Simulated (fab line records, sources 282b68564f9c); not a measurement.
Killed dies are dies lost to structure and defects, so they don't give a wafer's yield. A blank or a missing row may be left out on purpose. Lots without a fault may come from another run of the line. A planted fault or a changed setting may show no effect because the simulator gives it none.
A struck lot beside a sound one | flow rit_cmos | 22 steps out of a route of 202
Sound: wafers L263.2, L263.3, L263.5. Struck: wafers L272.1, L272.2, L272.3. The cause comes at the end.
At each step with rows: each side's tool, then ch and its chambers, then its first start. Under that, the readings that differ: sound wafers | struck wafers | difference of the means | sigmas: that difference in standard deviations of wafers without a fault.
alike: readings whose means differ by less than 2 such deviations, and words and numbers that are the same on both sides. not compared: withheld readings, readings that some wafer has no value for, bounds like >300 that may hide the same value, and numbers for which the record gives no deviation and whose values overlap.
The two part at a step that has a row with sigmas, a row that says differs or no value, or rows on one side only. Numbers that don't overlap but have no deviation are shown without sigmas and don't part them. A reading that every wafer of one side lacks parts them only if that side has two wafers or more.

first, 2 steps without rows for these wafers: RIT_NSD_HARDBAKE_07 (time 60 s); RIT_NSD_IMPLANT_08.
RIT_NSD_STRIP_09: strips in O2, time 180 s.
  sound on plasma_asher-02 ch 0,1, day 3 08:29; struck on plasma_asher-01 ch 0,1, day 5 07:32
  alike: drypump_motor_current_A
  not compared: rf_hours_counter_h
RIT_NSD_TW_MEAS_10:
  sound on film_metro-03, day 3 08:41; struck on film_metro-04, day 5 07:42
  alike: NSD_TW
then, 6 steps without rows for these wafers: RIT_PSD_HMDS_00 (prime time 60 s); RIT_PSD_COAT_01 (resist thk 1000 nm); RIT_PSD_SOFTBAKE_02 (time 60 s); RIT_PSD_EXPOSE_03 (exposes mask M10, target cd 40900 nm); RIT_PSD_PEB_04; RIT_PSD_DEVELOP_05 (develop time 50 s).
RIT_PSD_OVL_MEAS_06:
  sound on overlay-01, day 3 09:41; struck on overlay-01, day 5 08:44
  alike: PSD_OVL
then, 1 step without rows for these wafers: RIT_PSD_HARDBAKE_07 (time 60 s).
RIT_PSD_IMPLANT_08:
  sound on implanter-04 ch 0, day 3 09:54; struck on implanter-02 ch 0, day 5 08:55
  reading            | sound             | struck            | difference | sigmas
  tilt_deg (degrees) | 7.000 6.988 6.997 | 7.030 7.016 7.060 | +0.040     | +2
  alike: beam_energy_keV, beam_on_s
RIT_PSD_STRIP_09: strips in O2, time 180 s.
  sound on plasma_asher-01 ch 0, day 3 10:01; struck on plasma_asher-01 ch 0,1, day 5 09:04
  reading                     | sound       | struck      | difference | sigmas
  drypump_motor_current_A (A) | 5.4 5.5 5.4 | 5.4 6.4 6.4 | +0.6       | +2
  not compared: rf_hours_counter_h
RIT_PSD_TW_MEAS_10:
  sound on film_metro-01, day 3 10:13; struck on film_metro-01, day 5 09:15
  alike: PSD_TW
then, 3 steps without rows for these wafers: RIT_SDANNEAL_CLEAN_00 (cleans in SC1, time 600 s); RIT_SDANNEAL_CLEAN_01 (cleans in dHF, time 30 s); RIT_SDANNEAL_CLEAN_02 (cleans in SC2, time 600 s).
RIT_SDANNEAL_RTA_03: time 5 s.
  sound on rtp_anneal-01 ch 0, day 3 10:40; struck on rtp_anneal-02 ch 0, day 5 09:41
  alike: wafer_temp_C_max
RIT_SDANNEAL_RS_MEAS_04: measures by four-point-probe.
  sound on film_metro-01, day 3 10:44; struck on film_metro-04, day 5 09:45
  reading         | sound             | struck | difference                    | sigmas
  PSD_RS (ohm/sq) | 115.7 115.9 115.6 | - - -  | no value on the struck wafers |
RIT_SDANNEAL_RS_MEAS_05: measures by four-point-probe.
  sound on film_metro-01, day 3 10:52; struck on film_metro-04, day 5 09:52
  alike: NSD_RS
RIT_M1_PROBE_99:
  the record has rows for the sound wafers here (prober-01, day 3 18:38) and none for the struck ones

WHERE THEY PART
First at RIT_PSD_IMPLANT_08; last, within this record, at RIT_M1_PROBE_99.

WHY: what the simulator had put in
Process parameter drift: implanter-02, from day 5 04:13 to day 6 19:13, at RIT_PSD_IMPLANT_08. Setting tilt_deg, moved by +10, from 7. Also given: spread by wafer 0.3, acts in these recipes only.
